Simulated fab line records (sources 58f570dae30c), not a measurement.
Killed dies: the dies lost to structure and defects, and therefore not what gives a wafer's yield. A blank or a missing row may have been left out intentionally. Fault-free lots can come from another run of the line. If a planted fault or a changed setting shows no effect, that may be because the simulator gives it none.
Check of tool commonality / flow berkeley-cmos170 / 14 lots, 42 wafers sampled

== WHAT PROMPTED THE OPENING ==
2 of 14 lots carry a flag on the reading SILICIDE_TI_RS at UCB170_SILICIDE_RS_MEAS_02. Wafers without a fault read 26.1 ohm/sq, standard deviation 0.36.
Rule: a lot is flagged when every wafer of it that has a number lies more than 4 standard deviations from that mean, or none has a number. The rest of the lots are taken to be sound.

lot=L912; measured=day 7 22:16; on=film-metro-01; SILICIDE_TI_RS (ohm/sq), wafer by wafer=26.2 25.9 26.1; flag=
lot=L910; measured=day 7 22:53; on=film-metro-02; SILICIDE_TI_RS (ohm/sq), wafer by wafer=26.2 26.1 25.6; flag=
lot=L913; measured=day 8 14:32; on=film-metro-02; SILICIDE_TI_RS (ohm/sq), wafer by wafer=26.7 26.6 26.6; flag=
lot=L914; measured=day 8 14:42; on=film-metro-04; SILICIDE_TI_RS (ohm/sq), wafer by wafer=26.0 25.8 25.5; flag=
lot=L915; measured=day 8 15:01; on=film-metro-04; SILICIDE_TI_RS (ohm/sq), wafer by wafer=25.7 25.9 25.9; flag=
lot=L916; measured=day 8 22:41; on=film-metro-02; SILICIDE_TI_RS (ohm/sq), wafer by wafer=25.5 26.0 26.4; flag=
lot=L917; measured=day 9 13:35; on=film-metro-02; SILICIDE_TI_RS (ohm/sq), wafer by wafer=26.1 25.4 26.1; flag=
lot=L920; measured=day 9 13:58; on=film-metro-01; SILICIDE_TI_RS (ohm/sq), wafer by wafer=25.7 26.1 25.7; flag=
lot=L923; measured=day 10 13:00; on=film-metro-02; SILICIDE_TI_RS (ohm/sq), wafer by wafer=25.9 26.1 25.8; flag=
lot=L922; measured=day 10 13:01; on=film-metro-01; SILICIDE_TI_RS (ohm/sq), wafer by wafer=26.2 26.1 25.9; flag=
lot=L925; measured=day 11 15:04; on=film-metro-01; SILICIDE_TI_RS (ohm/sq), wafer by wafer=22.5 22.3 22.1; flag=FLAGGED
lot=L926; measured=day 11 15:13; on=film-metro-02; SILICIDE_TI_RS (ohm/sq), wafer by wafer=26.3 26.2 26.0; flag=
lot=L927; measured=day 11 19:40; on=film-metro-02; SILICIDE_TI_RS (ohm/sq), wafer by wafer=21.9 22.2 22.4; flag=FLAGGED
lot=L933; measured=day 13 00:32; on=film-metro-04; SILICIDE_TI_RS (ohm/sq), wafer by wafer=26.7 27.0 26.7; flag=
The mean of the flagged lots' numbers is 22.2 ohm/sq, -3.9 ohm/sq from the usual (-11 standard deviations).

== WHICH TOOL RAN EACH LOT ==
The record keeps 1 process step preceding the reading, out of 331 steps on the route. Cell contents, in order: the tool; ch with the chambers the sampled wafers went through; the start.
lot=L912; flag=; UCB170_SILICIDE_SPUTTER_01=pvd-sputter-01, day 7 22:14
lot=L910; flag=; UCB170_SILICIDE_SPUTTER_01=pvd-sputter-03, day 7 22:50
lot=L913; flag=; UCB170_SILICIDE_SPUTTER_01=pvd-sputter-03, day 8 14:30
lot=L914; flag=; UCB170_SILICIDE_SPUTTER_01=pvd-sputter-04, day 8 14:38
lot=L915; flag=; UCB170_SILICIDE_SPUTTER_01=pvd-sputter-01, day 8 14:57
lot=L916; flag=; UCB170_SILICIDE_SPUTTER_01=pvd-sputter-03, day 8 22:39
lot=L917; flag=; UCB170_SILICIDE_SPUTTER_01=pvd-sputter-03, day 9 13:33
lot=L920; flag=; UCB170_SILICIDE_SPUTTER_01=pvd-sputter-04, day 9 13:56
lot=L923; flag=; UCB170_SILICIDE_SPUTTER_01=pvd-sputter-04, day 10 12:55
lot=L922; flag=; UCB170_SILICIDE_SPUTTER_01=pvd-sputter-01, day 10 12:56
lot=L925; flag=FLAGGED; UCB170_SILICIDE_SPUTTER_01=pvd-sputter-03, day 11 15:02
lot=L926; flag=; UCB170_SILICIDE_SPUTTER_01=pvd-sputter-01, day 11 15:09
lot=L927; flag=FLAGGED; UCB170_SILICIDE_SPUTTER_01=pvd-sputter-03, day 11 19:37
lot=L933; flag=; UCB170_SILICIDE_SPUTTER_01=pvd-sputter-01, day 13 00:29
These steps, and what they do:
- UCB170_SILICIDE_SPUTTER_01: material Ti, target thk 30 nm, time 25 s.
- UCB170_SILICIDE_RS_MEAS_02: measures by four-point-probe.

== FLAGGED AGAINST TOTAL, ONE TOOL AT A TIME (gauges that did the reading follow at the end) ==
step=UCB170_SILICIDE_SPUTTER_01; tool=pvd-sputter-01; lots run=5; flagged=0; share of the flagged lots=none; sound lots run after its first flagged lot=-
step=UCB170_SILICIDE_SPUTTER_01; tool=pvd-sputter-03; lots run=6; flagged=2; share of the flagged lots=all; sound lots run after its first flagged lot=0
step=UCB170_SILICIDE_SPUTTER_01; tool=pvd-sputter-04; lots run=3; flagged=0; share of the flagged lots=none; sound lots run after its first flagged lot=-
step=UCB170_SILICIDE_RS_MEAS_02; tool=film-metro-01; lots run=4; flagged=1; share of the flagged lots=some; sound lots run after its first flagged lot=0
step=UCB170_SILICIDE_RS_MEAS_02; tool=film-metro-02; lots run=7; flagged=1; share of the flagged lots=some; sound lots run after its first flagged lot=0
step=UCB170_SILICIDE_RS_MEAS_02; tool=film-metro-04; lots run=3; flagged=0; share of the flagged lots=none; sound lots run after its first flagged lot=-

== WHAT IS ALLOWED BY THE TABLE ==
In the table, 1 row covers all flagged lots: pvd-sputter-03 at UCB170_SILICIDE_SPUTTER_01.
- pvd-sputter-03 at UCB170_SILICIDE_SPUTTER_01 ran 6 lots, 2 of them flagged. Last sound lot L917 at day 9 13:33, first flagged lot L925 at day 11 15:02; a fault beginning in between fits. Its own readings lie more than 4 standard deviations out on every wafer of the flagged lots: cathode-dc-power-W.
One tool is left: pvd-sputter-03 at UCB170_SILICIDE_SPUTTER_01.

== WHAT THE SIMULATOR HAD INSERTED ==
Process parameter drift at UCB170_SILICIDE_SPUTTER_01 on pvd-sputter-03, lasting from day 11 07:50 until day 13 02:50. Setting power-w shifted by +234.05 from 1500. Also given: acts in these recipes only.
Lots struck among those shown: L925, L927. The rule given above showed the same thing.
